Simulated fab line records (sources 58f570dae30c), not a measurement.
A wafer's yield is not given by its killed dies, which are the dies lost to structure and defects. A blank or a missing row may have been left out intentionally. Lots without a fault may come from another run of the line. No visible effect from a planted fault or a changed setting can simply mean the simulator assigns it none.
What tool caused it? || flow berkeleyCmos170 || Sampling: 14 lots, 42 wafers, 4 of 331 route steps

WHAT THE GAUGES SHOWED, per wafer
No reading from a measuring or inspecting step in the record can be judged against a usual standard deviation.

WHICH TOOL RAN EACH LOT (tool, then ch and the chambers of the sampled wafers, then the start)
{"lot": "L269", "UCB170_SPACER_ETCHBACK_03": "rieDiel-04 ch 2,3, day 6 17:14", "UCB170_BACKSIDE_STRIP_03": "plasmaAsher-02 ch 0,1, day 6 23:03", "UCB170_CONTACT_RTA_08": "rtpAnneal-02 ch 0, day 7 04:34", "UCB170_M2_EXPOSE_12": "krfScanner-02 ch 0, day 7 16:22"}
{"lot": "L271", "UCB170_SPACER_ETCHBACK_03": "rieDiel-01 ch 1,3, day 6 17:14", "UCB170_BACKSIDE_STRIP_03": "plasmaAsher-03 ch 0,1, day 6 22:36", "UCB170_CONTACT_RTA_08": "rtpAnneal-01 ch 0, day 7 03:32", "UCB170_M2_EXPOSE_12": "krfScanner-01 ch 0, day 7 16:08"}
{"lot": "L274", "UCB170_SPACER_ETCHBACK_03": "rieDiel-01 ch 0,1, day 7 07:32", "UCB170_BACKSIDE_STRIP_03": "plasmaAsher-03 ch 0,1, day 7 13:26", "UCB170_CONTACT_RTA_08": "rtpAnneal-02 ch 0, day 7 18:41", "UCB170_M2_EXPOSE_12": "krfScanner-02 ch 0, day 8 08:36"}
{"lot": "L272", "UCB170_SPACER_ETCHBACK_03": "rieDiel-03 ch 0,1, day 7 18:53", "UCB170_BACKSIDE_STRIP_03": "plasmaAsher-01 ch 0,1, day 7 23:46", "UCB170_CONTACT_RTA_08": "rtpAnneal-01 ch 0, day 8 03:52", "UCB170_M2_EXPOSE_12": "krfScanner-02 ch 0, day 8 19:05"}
{"lot": "L275", "UCB170_SPACER_ETCHBACK_03": "rieDiel-04 ch 0,1,3, day 7 18:53", "UCB170_BACKSIDE_STRIP_03": "plasmaAsher-01 ch 0,1, day 8 00:17", "UCB170_CONTACT_RTA_08": "rtpAnneal-02 ch 0, day 8 04:26", "UCB170_M2_EXPOSE_12": "krfScanner-01 ch 0, day 8 18:39"}
{"lot": "L276", "UCB170_SPACER_ETCHBACK_03": "rieDiel-01 ch 2,3, day 7 18:53", "UCB170_BACKSIDE_STRIP_03": "plasmaAsher-02 ch 0,1, day 8 00:28", "UCB170_CONTACT_RTA_08": "rtpAnneal-01 ch 0, day 8 05:38", "UCB170_M2_EXPOSE_12": "krfScanner-01 ch 0, day 8 19:20"}
{"lot": "L277", "UCB170_SPACER_ETCHBACK_03": "rieDiel-04 ch 0,1, day 8 07:24", "UCB170_BACKSIDE_STRIP_03": "plasmaAsher-03 ch 0,1, day 8 10:57", "UCB170_CONTACT_RTA_08": "rtpAnneal-02 ch 0, day 8 14:58", "UCB170_M2_EXPOSE_12": "krfScanner-01 ch 0, day 9 03:28"}
{"lot": "L279", "UCB170_SPACER_ETCHBACK_03": "rieDiel-01 ch 0,2,3, day 8 19:01", "UCB170_BACKSIDE_STRIP_03": "plasmaAsher-01 ch 0,1, day 9 01:55", "UCB170_CONTACT_RTA_08": "rtpAnneal-02 ch 0, day 9 08:35", "UCB170_M2_EXPOSE_12": "krfScanner-02 ch 0, day 9 19:41"}
{"lot": "L282", "UCB170_SPACER_ETCHBACK_03": "rieDiel-04 ch 0,2,3, day 9 13:33", "UCB170_BACKSIDE_STRIP_03": "plasmaAsher-02 ch 0,1, day 9 19:01", "UCB170_CONTACT_RTA_08": "rtpAnneal-01 ch 0, day 10 00:45", "UCB170_M2_EXPOSE_12": "krfScanner-02, day 10 15:06"}
{"lot": "L284", "UCB170_SPACER_ETCHBACK_03": "rieDiel-03 ch 0,1,3, day 9 14:54", "UCB170_BACKSIDE_STRIP_03": "plasmaAsher-03 ch 0,1, day 9 19:28", "UCB170_CONTACT_RTA_08": "rtpAnneal-02 ch 0, day 10 00:25", "UCB170_M2_EXPOSE_12": "krfScanner-01 ch 0, day 10 14:04"}
{"lot": "L289", "UCB170_SPACER_ETCHBACK_03": "rieDiel-04 ch 0,2,3, day 10 11:04", "UCB170_BACKSIDE_STRIP_03": "plasmaAsher-03 ch 0,1, day 10 16:06", "UCB170_CONTACT_RTA_08": "rtpAnneal-02 ch 0, day 10 21:44", "UCB170_M2_EXPOSE_12": "krfScanner-02, day 11 08:09"}
{"lot": "L291", "UCB170_SPACER_ETCHBACK_03": "rieDiel-01 ch 0,1,2, day 11 09:10", "UCB170_BACKSIDE_STRIP_03": "plasmaAsher-01 ch 0,1, day 11 13:33", "UCB170_CONTACT_RTA_08": "rtpAnneal-01 ch 0, day 11 19:13", "UCB170_M2_EXPOSE_12": "krfScanner-02 ch 0, day 12 10:07"}
{"lot": "L290", "UCB170_SPACER_ETCHBACK_03": "rieDiel-04 ch 1,2,3, day 11 09:12", "UCB170_BACKSIDE_STRIP_03": "plasmaAsher-03 ch 0,1, day 11 13:16", "UCB170_CONTACT_RTA_08": "rtpAnneal-01 ch 0, day 11 17:16", "UCB170_M2_EXPOSE_12": "krfScanner-01 ch 0, day 12 09:55"}
{"lot": "L292", "UCB170_SPACER_ETCHBACK_03": "rieDiel-03 ch 0,1,2, day 11 14:53", "UCB170_BACKSIDE_STRIP_03": "plasmaAsher-03 ch 0,1, day 11 18:50", "UCB170_CONTACT_RTA_08": "rtpAnneal-02 ch 0, day 11 23:30", "UCB170_M2_EXPOSE_12": "krfScanner-01 ch 0, day 12 10:21"}
- UCB170_SPACER_ETCHBACK_03: etches SiO2 in CHF3/CF4/Ar, stops on Si, target depth 376 nm, time 100 s.
- UCB170_BACKSIDE_STRIP_03: strips in O2.
- UCB170_CONTACT_RTA_08: time 10 s.
- UCB170_M2_EXPOSE_12: exposes mask METAL2, target cd 700 nm.

WHAT THE TOOLS THEMSELVES READ (means of the sampled wafers that have a number; where no wafer has one, the mark that the record gives instead)
UCB170_SPACER_ETCHBACK_03. Usual: drypumpMotorCurrentA 5.8 A, standard deviation 0.32; oesProductAu 0.907 a.u., standard deviation 0.018; rfFwdPowerW 497.8 W, standard deviation 1.5; throttleValvePct 6.48 %, standard deviation 0.1.
{"lot": "L269", "tool": "rieDiel-04", "drypumpMotorCurrentA (A)": 6.0, "oesProductAu (a.u.)": 0.905, "rfFwdPowerW (W)": 496.8, "throttleValvePct (%)": 6.60, "flag": ""}
{"lot": "L271", "tool": "rieDiel-01", "drypumpMotorCurrentA (A)": 5.7, "oesProductAu (a.u.)": 0.894, "rfFwdPowerW (W)": 496.5, "throttleValvePct (%)": 6.41, "flag": ""}
{"lot": "L274", "tool": "rieDiel-01", "drypumpMotorCurrentA (A)": 5.9, "oesProductAu (a.u.)": 0.919, "rfFwdPowerW (W)": 496.7, "throttleValvePct (%)": 6.46, "flag": ""}
{"lot": "L272", "tool": "rieDiel-03", "drypumpMotorCurrentA (A)": 6.0, "oesProductAu (a.u.)": 0.901, "rfFwdPowerW (W)": 498.4, "throttleValvePct (%)": 6.66, "flag": ""}
{"lot": "L275", "tool": "rieDiel-04", "drypumpMotorCurrentA (A)": 5.8, "oesProductAu (a.u.)": 0.916, "rfFwdPowerW (W)": 496.0, "throttleValvePct (%)": 6.50, "flag": ""}
{"lot": "L276", "tool": "rieDiel-01", "drypumpMotorCurrentA (A)": 5.7, "oesProductAu (a.u.)": 0.896, "rfFwdPowerW (W)": 498.8, "throttleValvePct (%)": 6.46, "flag": ""}
{"lot": "L277", "tool": "rieDiel-04", "drypumpMotorCurrentA (A)": 5.7, "oesProductAu (a.u.)": 0.897, "rfFwdPowerW (W)": 497.0, "throttleValvePct (%)": 6.39, "flag": ""}
{"lot": "L279", "tool": "rieDiel-01", "drypumpMotorCurrentA (A)": 5.8, "oesProductAu (a.u.)": 0.919, "rfFwdPowerW (W)": 499.2, "throttleValvePct (%)": 6.45, "flag": ""}
{"lot": "L282", "tool": "rieDiel-04", "drypumpMotorCurrentA (A)": 5.9, "oesProductAu (a.u.)": 0.903, "rfFwdPowerW (W)": 498.9, "throttleValvePct (%)": 6.50, "flag": ""}
{"lot": "L284", "tool": "rieDiel-03", "drypumpMotorCurrentA (A)": 5.8, "oesProductAu (a.u.)": 0.910, "rfFwdPowerW (W)": 496.8, "throttleValvePct (%)": 6.57, "flag": ""}
{"lot": "L289", "tool": "rieDiel-04", "drypumpMotorCurrentA (A)": 5.9, "oesProductAu (a.u.)": 0.915, "rfFwdPowerW (W)": 497.1, "throttleValvePct (%)": 6.50, "flag": ""}
{"lot": "L291", "tool": "rieDiel-01", "drypumpMotorCurrentA (A)": 5.8, "oesProductAu (a.u.)": 0.908, "rfFwdPowerW (W)": 497.7, "throttleValvePct (%)": 6.46, "flag": ""}
{"lot": "L290", "tool": "rieDiel-04", "drypumpMotorCurrentA (A)": 6.0, "oesProductAu (a.u.)": 0.906, "rfFwdPowerW (W)": 497.4, "throttleValvePct (%)": 6.53, "flag": ""}
{"lot": "L292", "tool": "rieDiel-03", "drypumpMotorCurrentA (A)": 5.9, "oesProductAu (a.u.)": 0.899, "rfFwdPowerW (W)": 497.7, "throttleValvePct (%)": 6.56, "flag": ""}

UCB170_BACKSIDE_STRIP_03. Usual: drypumpMotorCurrentA 5.78 A, standard deviation 0.24; oesProductAu 0.735 a.u., standard deviation 0.0049; stripTimeToEndpointS 21.98 s, standard deviation 0.063.
{"lot": "L269", "tool": "plasmaAsher-02", "drypumpMotorCurrentA (A)": 5.82, "oesProductAu (a.u.)": 0.731, "stripTimeToEndpointS (s)": 21.93, "flag": ""}
{"lot": "L271", "tool": "plasmaAsher-03", "drypumpMotorCurrentA (A)": 6.08, "oesProductAu (a.u.)": 0.735, "stripTimeToEndpointS (s)": 21.98, "flag": ""}
{"lot": "L274", "tool": "plasmaAsher-03", "drypumpMotorCurrentA (A)": 6.09, "oesProductAu (a.u.)": 0.739, "stripTimeToEndpointS (s)": 22.01, "flag": ""}
{"lot": "L272", "tool": "plasmaAsher-01", "drypumpMotorCurrentA (A)": 5.58, "oesProductAu (a.u.)": 0.734, "stripTimeToEndpointS (s)": 21.91, "flag": ""}
{"lot": "L275", "tool": "plasmaAsher-01", "drypumpMotorCurrentA (A)": 5.51, "oesProductAu (a.u.)": 0.737, "stripTimeToEndpointS (s)": 22.00, "flag": ""}
{"lot": "L276", "tool": "plasmaAsher-02", "drypumpMotorCurrentA (A)": 5.83, "oesProductAu (a.u.)": 0.736, "stripTimeToEndpointS (s)": 22.06, "flag": ""}
{"lot": "L277", "tool": "plasmaAsher-03", "drypumpMotorCurrentA (A)": 6.10, "oesProductAu (a.u.)": 0.738, "stripTimeToEndpointS (s)": 21.97, "flag": ""}
{"lot": "L279", "tool": "plasmaAsher-01", "drypumpMotorCurrentA (A)": 5.53, "oesProductAu (a.u.)": 0.736, "stripTimeToEndpointS (s)": 21.98, "flag": ""}
{"lot": "L282", "tool": "plasmaAsher-02", "drypumpMotorCurrentA (A)": 5.80, "oesProductAu (a.u.)": 0.732, "stripTimeToEndpointS (s)": 22.08, "flag": ""}
{"lot": "L284", "tool": "plasmaAsher-03", "drypumpMotorCurrentA (A)": 6.06, "oesProductAu (a.u.)": 0.739, "stripTimeToEndpointS (s)": 22.05, "flag": ""}
{"lot": "L289", "tool": "plasmaAsher-03", "drypumpMotorCurrentA (A)": 6.08, "oesProductAu (a.u.)": 0.736, "stripTimeToEndpointS (s)": 21.99, "flag": ""}
{"lot": "L291", "tool": "plasmaAsher-01", "drypumpMotorCurrentA (A)": 5.52, "oesProductAu (a.u.)": 0.733, "stripTimeToEndpointS (s)": 21.89, "flag": ""}
{"lot": "L290", "tool": "plasmaAsher-03", "drypumpMotorCurrentA (A)": 6.07, "oesProductAu (a.u.)": 0.729, "stripTimeToEndpointS (s)": 21.99, "flag": ""}
{"lot": "L292", "tool": "plasmaAsher-03", "drypumpMotorCurrentA (A)": 6.08, "oesProductAu (a.u.)": 0.737, "stripTimeToEndpointS (s)": 21.98, "flag": ""}

UCB170_CONTACT_RTA_08. Usual: lampPowerPct 25.3 %, standard deviation 0.83; wafer_temp_C_max 904.9, standard deviation 0.9.
{"lot": "L269", "tool": "rtpAnneal-02", "lampPowerPct (%)": 24.6, "wafer_temp_C_max": 905.0, "flag": ""}
{"lot": "L271", "tool": "rtpAnneal-01", "lampPowerPct (%)": 26.2, "wafer_temp_C_max": 904.6, "flag": ""}
{"lot": "L274", "tool": "rtpAnneal-02", "lampPowerPct (%)": 24.6, "wafer_temp_C_max": 904.5, "flag": ""}
{"lot": "L272", "tool": "rtpAnneal-01", "lampPowerPct (%)": 26.2, "wafer_temp_C_max": 905.4, "flag": ""}
{"lot": "L275", "tool": "rtpAnneal-02", "lampPowerPct (%)": 24.6, "wafer_temp_C_max": 904.7, "flag": ""}
{"lot": "L276", "tool": "rtpAnneal-01", "lampPowerPct (%)": 26.2, "wafer_temp_C_max": 905.3, "flag": ""}
{"lot": "L277", "tool": "rtpAnneal-02", "lampPowerPct (%)": 24.6, "wafer_temp_C_max": 905.4, "flag": ""}
{"lot": "L279", "tool": "rtpAnneal-02", "lampPowerPct (%)": 24.6, "wafer_temp_C_max": 905.2, "flag": ""}
{"lot": "L282", "tool": "rtpAnneal-01", "lampPowerPct (%)": 26.3, "wafer_temp_C_max": 905.0, "flag": ""}
{"lot": "L284", "tool": "rtpAnneal-02", "lampPowerPct (%)": 24.6, "wafer_temp_C_max": 904.9, "flag": ""}
{"lot": "L289", "tool": "rtpAnneal-02", "lampPowerPct (%)": 24.6, "wafer_temp_C_max": 905.6, "flag": ""}
{"lot": "L291", "tool": "rtpAnneal-01", "lampPowerPct (%)": 26.2, "wafer_temp_C_max": 904.5, "flag": ""}
{"lot": "L290", "tool": "rtpAnneal-01", "lampPowerPct (%)": 26.3, "wafer_temp_C_max": 903.8, "flag": ""}
{"lot": "L292", "tool": "rtpAnneal-02", "lampPowerPct (%)": 24.6, "wafer_temp_C_max": 904.4, "flag": ""}

UCB170_M2_EXPOSE_12. Usual: exposureDoseMJCm2 25.997, standard deviation 0.027; focusOffsetNm 0.1 nm, standard deviation 0.52; reticleTempC 23.00 C, standard deviation 0.11.
{"lot": "L269", "tool": "krfScanner-02", "exposureDoseMJCm2": 25.997, "focusOffsetNm (nm)": -0.3, "reticleTempC (C)": 22.92, "flag": ""}
{"lot": "L271", "tool": "krfScanner-01", "exposureDoseMJCm2": 25.984, "focusOffsetNm (nm)": 0.2, "reticleTempC (C)": 23.13, "flag": ""}
{"lot": "L274", "tool": "krfScanner-02", "exposureDoseMJCm2": 25.992, "focusOffsetNm (nm)": 0.2, "reticleTempC (C)": 22.91, "flag": ""}
{"lot": "L272", "tool": "krfScanner-02", "exposureDoseMJCm2": 25.968, "focusOffsetNm (nm)": 1.1, "reticleTempC (C)": 23.02, "flag": ""}
{"lot": "L275", "tool": "krfScanner-01", "exposureDoseMJCm2": 25.957, "focusOffsetNm (nm)": -0.3, "reticleTempC (C)": 23.02, "flag": ""}
{"lot": "L276", "tool": "krfScanner-01", "exposureDoseMJCm2": 26.001, "focusOffsetNm (nm)": 0.4, "reticleTempC (C)": 22.94, "flag": ""}
{"lot": "L277", "tool": "krfScanner-01", "exposureDoseMJCm2": 26.032, "focusOffsetNm (nm)": -0.2, "reticleTempC (C)": 23.01, "flag": ""}
{"lot": "L279", "tool": "krfScanner-02", "exposureDoseMJCm2": 25.985, "focusOffsetNm (nm)": 0.5, "reticleTempC (C)": 23.12, "flag": ""}
{"lot": "L282", "tool": "krfScanner-02", "exposureDoseMJCm2": "-", "focusOffsetNm (nm)": "-", "reticleTempC (C)": "-", "flag": "OFF"}
{"lot": "L284", "tool": "krfScanner-01", "exposureDoseMJCm2": 26.024, "focusOffsetNm (nm)": -0.3, "reticleTempC (C)": 22.80, "flag": ""}
{"lot": "L289", "tool": "krfScanner-02", "exposureDoseMJCm2": "-", "focusOffsetNm (nm)": "-", "reticleTempC (C)": "-", "flag": "OFF"}
{"lot": "L291", "tool": "krfScanner-02", "exposureDoseMJCm2": 26.033, "focusOffsetNm (nm)": -0.1, "reticleTempC (C)": 22.99, "flag": ""}
{"lot": "L290", "tool": "krfScanner-01", "exposureDoseMJCm2": 25.990, "focusOffsetNm (nm)": 0.4, "reticleTempC (C)": 22.93, "flag": ""}
{"lot": "L292", "tool": "krfScanner-01", "exposureDoseMJCm2": 25.995, "focusOffsetNm (nm)": 0.6, "reticleTempC (C)": 23.02, "flag": ""}

THE ANSWER, worked out from the rows above alone
Rule: a lot is off if the mean of its wafers that have a number lies more than 3 standard deviations from the usual mean. A lot without any number at a reading at which 4 lots or more have one is off too. The other lots that the step has rows for count as sound. After the gauges, taken in route order, come the tools' own readings; for these a lot's mean is taken, as printed above. At the first step where some lot is off, the reading lying furthest off is the one used; lots without a number count as furthest.
Off, at UCB170_M2_EXPOSE_12 on exposureDoseMJCm2: L282, L289. Without a number there: L282, L289.
If a tool, at that step or one of the process steps before it, ran each lot that is off and ran no sound lot following the first of them, it fits. No candidate that was tried fits.

WHAT HAD BEEN PUT IN BY THE SIMULATOR
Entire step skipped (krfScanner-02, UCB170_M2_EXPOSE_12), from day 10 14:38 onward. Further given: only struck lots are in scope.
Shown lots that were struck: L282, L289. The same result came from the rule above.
